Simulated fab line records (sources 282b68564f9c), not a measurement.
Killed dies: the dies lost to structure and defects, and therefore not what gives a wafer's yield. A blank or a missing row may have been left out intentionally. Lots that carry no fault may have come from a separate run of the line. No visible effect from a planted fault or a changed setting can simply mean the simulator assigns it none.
Comparing a struck lot with a sound one | flow rit_cmos | 22 out of 202 route steps
Sound: wafers L640.1, L640.5, L640.6. The struck wafers were L651.2, L651.3, L651.4. The cause is given at the end.
At each step with rows: each side's tool, then ch and its chambers, then its first start. Under that, the readings that differ: sound wafers | struck wafers | difference of the means | sigmas: that difference in standard deviations of wafers without a fault.
alike: a reading whose means differ by less than 2 such deviations, as well as words and numbers matching on both sides. not compared: withheld readings; readings where some wafer has no value; bounds like >300 that might hide an equal value; numbers whose values overlap and for which the record gives no deviation.
The two part at a step that has a row with sigmas, a row that says differs or no value, or rows on one side only. Non-overlapping numbers with no deviation appear without sigmas and do not part them. A reading that every wafer of one side lacks parts them only if that side has two wafers or more.

first, 2 steps without rows for these wafers: RIT_NSD_HARDBAKE_07 (time 60 s); RIT_NSD_IMPLANT_08.
RIT_NSD_STRIP_09: strips in O2, time 180 s.
  sound on plasma_asher-03 ch 0,1, day 4 18:20; struck on plasma_asher-03 ch 0,1, day 7 09:49
  alike: drypump_motor_current_A
  not compared: rf_hours_counter_h
RIT_NSD_TW_MEAS_10:
  sound on film_metro-01, day 4 18:31; struck on film_metro-03, day 7 10:01
  alike: NSD_TW
then, 6 steps without rows for these wafers: RIT_PSD_HMDS_00 (prime time 60 s); RIT_PSD_COAT_01 (resist thk 1000 nm); RIT_PSD_SOFTBAKE_02 (time 60 s); RIT_PSD_EXPOSE_03 (exposes mask M10, target cd 40900 nm); RIT_PSD_PEB_04; RIT_PSD_DEVELOP_05 (develop time 50 s).
RIT_PSD_OVL_MEAS_06:
  sound on overlay-02, day 4 19:33; struck on overlay-01, day 7 10:55
  alike: PSD_OVL
then, 1 step without rows for these wafers: RIT_PSD_HARDBAKE_07 (time 60 s).
RIT_PSD_IMPLANT_08:
  sound on implanter-03 ch 0, day 4 19:44; struck on implanter-03 ch 0, day 7 11:07
  reading            | sound             | struck            | difference | sigmas
  beam_on_s (s)      | 13.8 13.6 14.0    | 10.8 10.7 10.6    | -3.1       | -10
  faraday_current_uA | 11121 11229 10951 | 14183 14322 14558 | +3254      | +14
  alike: end_station_pressure_torr, tilt_deg
RIT_PSD_STRIP_09: strips in O2, time 180 s.
  sound on plasma_asher-04 ch 0,1, day 4 19:53; struck on plasma_asher-04 ch 0,1, day 7 11:15
  alike: drypump_motor_current_A
  not compared: rf_hours_counter_h
RIT_PSD_TW_MEAS_10:
  sound on film_metro-01, day 4 20:04; struck on film_metro-04, day 7 11:26
  reading | sound          | struck         | difference | sigmas
  PSD_TW  | 3400 3429 3404 | 3308 3322 3314 | -96        | -3
then, 3 steps without rows for these wafers: RIT_SDANNEAL_CLEAN_00 (cleans in SC1, time 600 s); RIT_SDANNEAL_CLEAN_01 (cleans in dHF, time 30 s); RIT_SDANNEAL_CLEAN_02 (cleans in SC2, time 600 s).
RIT_SDANNEAL_RTA_03: time 5 s.
  sound on rtp_anneal-02 ch 0, day 4 20:30; struck on rtp_anneal-01 ch 0, day 7 12:03
  alike: wafer_temp_C_max
RIT_SDANNEAL_RS_MEAS_04: measurement is done with a four-point probe.
  sound on film_metro-03, day 4 20:34; struck on film_metro-01, day 7 12:07
  reading         | sound             | struck            | difference | sigmas
  PSD_RS (ohm/sq) | 115.6 116.0 116.0 | 119.2 119.8 119.0 | +3.5       | +11
RIT_SDANNEAL_RS_MEAS_05: measurement is done with a four-point probe.
  sound on film_metro-03, day 4 20:41; struck on film_metro-01, day 7 12:14
  alike: NSD_RS
RIT_M1_PROBE_99:
  sound on prober-02, day 5 04:03; struck on prober-01, day 7 19:47
  alike: killed_at_M0_to_M3, killed_at_front_end, killed_dies, killed_open, killed_short

== WHERE THEY PART ==
First at RIT_PSD_IMPLANT_08; last, within this record, at RIT_SDANNEAL_RS_MEAS_04. Later steps at which nothing parts them and some readings are alike: RIT_SDANNEAL_RS_MEAS_05, RIT_M1_PROBE_99.

WHY: what the simulator had put in
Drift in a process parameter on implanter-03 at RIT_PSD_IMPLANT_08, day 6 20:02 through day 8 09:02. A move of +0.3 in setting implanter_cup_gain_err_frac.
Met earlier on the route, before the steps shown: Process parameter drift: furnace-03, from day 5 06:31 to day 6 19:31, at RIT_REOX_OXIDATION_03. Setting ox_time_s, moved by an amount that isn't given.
